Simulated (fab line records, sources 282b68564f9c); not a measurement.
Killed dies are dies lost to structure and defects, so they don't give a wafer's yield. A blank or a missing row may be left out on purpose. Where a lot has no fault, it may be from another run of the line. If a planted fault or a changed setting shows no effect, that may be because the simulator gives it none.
Which tool was responsible? -- flow rit_cmos -- 15 lots, 45 wafers sampled, at 3 steps of a route of 202

WHAT THE GAUGES SHOWED, per wafer
RIT_ACTIVE_THK_MEAS_02.
lot,measured,on,ACTIVE_OXIDE_THK (nm)
L651,day 1 13:00,film_metro-02,48.2 47.5 47.4
L653,day 2 02:28,film_metro-03,47.4 47.2 47.4
L654,day 2 04:24,film_metro-03,47.5 47.2 46.7
L657,day 2 18:22,film_metro-01,46.4 46.7 45.7
L658,day 2 23:43,film_metro-03,47.5 48.6 47.3
L659,day 3 04:07,film_metro-01,45.4 44.9 45.9
L663,day 4 01:22,film_metro-03,47.6 47.4 47.8
L665,day 4 10:40,film_metro-02,47.3 47.1 47.9
L666,day 4 15:25,film_metro-02,47.3 47.4 47.1
L667,day 4 20:03,film_metro-02,48.2 47.9 47.6
L668,day 5 02:56,film_metro-02,46.9 46.8 47.2
L669,day 5 06:23,film_metro-01,46.7 46.5 47.7
L671,day 5 16:04,film_metro-01,47.5 47.4 47.4
L672,day 5 21:58,film_metro-02,45.5 45.5 46.6
L673,day 6 03:43,film_metro-02,47.1 46.9 47.2

RIT_NSD_OVL_MEAS_06.
lot,measured,on,NSD_OVL (nm)
L651,day 3 08:03,overlay-02,-0.4 1.4 2.6
L653,day 3 16:29,overlay-02,0.1 0.3 2.4
L654,day 3 23:31,overlay-01,3.6 2.5 2.3
L657,day 4 16:55,overlay-02,-1.5 0.2 -1.2
L658,day 4 15:10,overlay-01,1.1 2.8 2.2
L659,day 4 20:15,overlay-02,3.1 2.6 2.2
L663,day 5 20:38,overlay-02,2.3 2.8 2.8
L665,day 6 02:51,overlay-01,-0.6 -0.1 -1.2
L669,day 7 03:49,overlay-02,-0.2 -2.3 -0.3
L671,day 7 09:53,overlay-02,-1.4 -1.7 -1.9
L672,day 7 13:28,overlay-01,-0.1 0.3 0.0
L673,day 7 18:17,overlay-02,1.1 0.0 -1.3

WHAT TOOL EACH LOT RAN ON (gives the tool, then ch and the chambers of the sampled wafers, and finally the start)
lot,RIT_ACTIVE_DEVELOP_10
L651,"litho_track-01 ch 0, day 1 15:00"
L653,"litho_track-01 ch 0, day 2 04:00"
L654,"litho_track-01 ch 0, day 2 06:00"
L657,"litho_track-01 ch 0, day 2 20:00"
L658,"litho_track-04 ch 0, day 3 02:00"
L659,"litho_track-04 ch 0, day 3 06:00"
L663,"litho_track-02 ch 0, day 4 05:00"
L665,"litho_track-04 ch 0, day 4 13:00"
L666,"litho_track-01, day 4 17:00"
L667,"litho_track-02, day 4 22:00"
L668,"litho_track-01, day 5 06:00"
L669,"litho_track-01 ch 0, day 5 10:00"
L671,"litho_track-01 ch 0, day 5 18:00"
L672,"litho_track-04 ch 0, day 6 00:00"
L673,"litho_track-02 ch 0, day 6 06:00"
- RIT_ACTIVE_DEVELOP_10: develop time 50 s.

AS READ BY THE TOOLS THEMSELVES (means over the sampled wafers that have a number; for cases with no such wafer, the mark the record gives instead)
RIT_ACTIVE_DEVELOP_10.
lot,tool,chill_plate_temp_C (C)
L651,litho_track-01,22.92
L653,litho_track-01,23.07
L654,litho_track-01,22.96
L657,litho_track-01,23.06
L658,litho_track-04,23.03
L659,litho_track-04,23.02
L663,litho_track-02,23.06
L665,litho_track-04,22.99
L666,litho_track-01,-
L667,litho_track-02,-
L668,litho_track-01,-
L669,litho_track-01,23.01
L671,litho_track-01,22.95
L672,litho_track-04,22.97
L673,litho_track-02,22.92

THE ANSWER, worked out from the rows above alone
Rule: the usual values come from the lots themselves. The widest of any qualifying gaps counts: lots, ordered by their means at a reading, are off when they make up no more than a third of the lots, leave a main group of 4 or more, and stand apart from it by 3 or more times the standard deviation of that group's means. Not used: any main group whose means are identical at the precision the tables above print for the reading. A lot without any number at a reading at which 4 lots or more have one is off too. Any other lot the step has rows for is counted as sound. First the gauges in route order, then the tools' own readings, where a lot's mean is used as printed above. The first step at which some lot is off is used, and at that step the reading that is off furthest; a lot without a number counts as furthest.
Off: L666, L667, L668, at RIT_ACTIVE_DEVELOP_10 (chill_plate_temp_C). Without a number there: L666, L667, L668. The main group has a mean of 23.00 C with a standard deviation of 0.051.
If a tool, at that step or one of the process steps before it, ran each lot that is off and ran no sound lot following the first of them, it fits. Not one of the candidates tried fits.

WHAT THE SIMULATOR HAD PUT IN
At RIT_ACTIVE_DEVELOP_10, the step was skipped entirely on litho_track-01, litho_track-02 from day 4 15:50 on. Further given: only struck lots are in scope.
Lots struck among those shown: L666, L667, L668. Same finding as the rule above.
